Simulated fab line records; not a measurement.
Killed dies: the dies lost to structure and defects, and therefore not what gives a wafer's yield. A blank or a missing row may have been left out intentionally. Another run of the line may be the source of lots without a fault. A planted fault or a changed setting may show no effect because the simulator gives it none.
2 desks looking at one fault || flow berkeley cmos170 || every desk sees just its own numbers, and what lay behind them comes last

== METROLOGY DESK ==
Lot by lot, what the gauges showed, no matter which tool ran the lot: averages of those sampled wafers that carry a number. Marked OUT: a lot whose mean sits more than 4 standard deviations from the usual mean, which makes it out of limits; the brackets give that distance.
Columns: A = CONTACT_PSG_THK at UCB170_CONTACT_THK_MEAS_02, usual 696 nm; B = V1_POLISHED_THK at UCB170_V1_THK_MEAS_04, usual 999.3 nm; C = M2_AL_RS at UCB170_M2_RS_MEAS_02, usual 0.0324 ohm/sq; D = M2_AL_THK at UCB170_M2_THK_MEAS_03, usual 885 nm
{"lot": "L150", "first seen here": "day 6 04:42", "A": 696, "B": 997.9, "C": 0.0325, "D": 885}
{"lot": "L151", "first seen here": "day 6 19:13", "A": 694, "B": 999.5, "C": 0.0321, "D": 888}
{"lot": "L153", "first seen here": "day 7 07:55", "A": 703, "B": 999.6, "C": 0.0327, "D": 875}
{"lot": "L155", "first seen here": "day 7 08:32", "A": 692, "B": 997.4, "C": "0.0247 (-21) OUT", "D": "1161 (+28) OUT"}
{"lot": "L156", "first seen here": "day 7 08:32", "A": 705, "B": 997.7, "C": "0.0250 (-20) OUT", "D": "1139 (+25) OUT"}
{"lot": "L157", "first seen here": "day 7 20:28", "A": 698, "B": 1000.0, "C": 0.0325, "D": 887}
{"lot": "L159", "first seen here": "day 8 18:14", "A": 691, "B": 999.1, "C": 0.0329, "D": 868}
{"lot": "L160", "first seen here": "day 9 01:08", "A": 688, "B": 999.3, "C": "0.0250 (-21) OUT", "D": "1140 (+25) OUT"}
{"lot": "L164", "first seen here": "day 9 19:49", "A": 700, "B": 999.7, "C": 0.0325, "D": 884}
{"lot": "L167", "first seen here": "day 10 08:10", "A": 699, "B": 999.9, "C": 0.0324, "D": 884}
{"lot": "L168", "first seen here": "day 10 18:55", "A": 699, "B": 1000.4, "C": 0.0325, "D": 886}
{"lot": "L169", "first seen here": "day 11 06:02", "A": 692, "B": 998.5, "C": 0.0319, "D": 900}
{"lot": "L170", "first seen here": "day 11 06:02", "A": 694, "B": 998.0, "C": 0.0326, "D": 877}
{"lot": "L171", "first seen here": "day 11 10:56", "A": 693, "B": 1000.1, "C": 0.0322, "D": 892}
{"lot": "L173", "first seen here": "day 11 14:06", "A": 689, "B": 999.7, "C": 0.0323, "D": 889}
Per this desk, out of limits: L155, L156, L160; the first was L155, day 8 01:18 (M2_AL_RS at UCB170_M2_RS_MEAS_02). L150, L151, L153, L157, L159, L164, L167, L168, L169, L170, L171, L173: within limits.

== THE TOOL OWNER'S DESK: pvd sputter-01 ==
The tool's own readings at UCB170_M2_SPUTTER_01 (material Al, target thk 900 nm, time 120 s): means of the sampled wafers that have a number, for each lot that ran on this tool. Marked OUT: a lot whose mean sits more than 4 standard deviations from the usual mean, which makes it out of limits; the brackets give that distance.
Columns: A = cathode dc power W at UCB170_M2_SPUTTER_01, usual 6000.0 W; B = throttle valve pct at UCB170_M2_SPUTTER_01, usual 29.7 %
{"lot": "L150", "first seen here": "day 6 15:38", "A": 5999.8, "B": 29.8}
{"lot": "L151", "first seen here": "day 7 08:45", "A": 6000.0, "B": 29.7}
{"lot": "L155", "first seen here": "day 8 01:13", "A": 5999.6, "B": 29.7}
{"lot": "L156", "first seen here": "day 8 01:29", "A": 6000.5, "B": 29.4}
{"lot": "L160", "first seen here": "day 9 13:08", "A": 6000.4, "B": 30.1}
{"lot": "L169", "first seen here": "day 11 17:52", "A": 5998.8, "B": 29.7}
{"lot": "L173", "first seen here": "day 11 23:18", "A": 6000.8, "B": 29.9}
{"lot": "L171", "first seen here": "day 12 02:05", "A": 6000.6, "B": 29.2}
This desk's verdict: no lot among the 8 shows anything out of limits.

== PUT TOGETHER ==
At day 8 01:18 the metrology desk could have sounded an alarm, on L155, L156, L160.
The desk of the tool owner found nothing out of limits.
The tool owner's desk has L155, L156, L160 on record, within its limits.
All the named lots went through UCB170_M2_SPUTTER_01 on pvd sputter-01.

== WHAT HAD BEEN PUT IN BY THE SIMULATOR ==
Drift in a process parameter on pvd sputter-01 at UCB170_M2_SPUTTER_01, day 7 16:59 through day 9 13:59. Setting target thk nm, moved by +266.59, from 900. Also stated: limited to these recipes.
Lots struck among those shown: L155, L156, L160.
Hours from the fault's start to each desk's first reading out of limits: the metrology desk, 8.
